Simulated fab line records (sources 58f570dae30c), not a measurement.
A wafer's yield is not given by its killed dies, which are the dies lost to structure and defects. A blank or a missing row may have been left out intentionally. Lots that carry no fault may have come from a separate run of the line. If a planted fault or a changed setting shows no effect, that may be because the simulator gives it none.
Matching of chambers | flow berkeley cmos170 | rie diel-02 running UCB170_CONTACT_ETCH_17: 4 sister chambers
The step etches BARC in N2/H2. 14 wafers are shown with their chamber, then 7 later ones without.

## WAFERS, EACH WITH ITS CHAMBER
wafer  | chamber | oes product au (a.u.) | throttle valve pct (%)
L999.1 | 0       | 0.992                 | 13.36
L999.5 | 3       | 1.008                 | 13.43
L999.6 | 2       | 0.970                 | 13.28
L101.2 | 2       | 0.969                 | 13.26
L101.4 | 0       | 0.993                 | 13.33
L101.6 | 3       | 1.006                 | 13.45
L100.1 | 1       | 1.037                 | 13.31
L100.2 | 0       | 0.996                 | 13.33
L100.6 | 3       | 0.994                 | 13.42
L102.2 | 2       | 0.978                 | 13.28
L102.4 | 0       | 0.996                 | 13.34
L102.6 | 1       | 1.049                 | 13.29
L105.1 | 3       | 1.003                 | 13.42
L105.2 | 1       | 1.038                 | 13.30

SIGNATURES, as means of the wafers listed above
reading            | chamber 0 | chamber 1 | chamber 2 | chamber 3 | scatter within a chamber
oes product au     | 0.99425   | 1.04133   | 0.97233   | 1.00275   | 0.00515
throttle valve pct | 13.3400   | 13.3000   | 13.2733   | 13.4300   | 0.0129
Rule: for each reading, subtract the chamber's mean from the wafer's reading, divide by that reading's scatter and square the result; add these up over the readings and take the root, which gives the wafer's distance from the chamber. If the next closest chamber is less than 2 further off than the closest, the wafer can't be placed; otherwise it belongs to the closest. The scatter: the root of (the sum of the squares of (reading less its chamber's mean) over the shown wafers, divided by (wafers less chambers)).

## WAFERS WITH NO CHAMBER GIVEN
wafer  | oes product au (a.u.) | throttle valve pct (%)
L105.6 | 0.996                 | 13.34
L104.1 | 1.001                 | 13.43
L104.2 | 0.993                 | 13.33
L104.4 | 0.976                 | 13.28
L110.2 | 0.978                 | 13.28
L110.3 | 0.992                 | 13.34
L110.5 | 0.985                 | 13.32

## EACH ONE'S CHAMBER
wafer  | from the rows above | in truth
L105.6 | 0                   | 0
L104.1 | 3                   | 3
L104.2 | 0                   | 0
L104.4 | 2                   | 2
L110.2 | 2                   | 2
L110.3 | 0                   | 0
L110.5 | 0                   | 0
Correctly placed: 7 of 7. Number that these rows cannot place: 0. 0 placed wrongly.
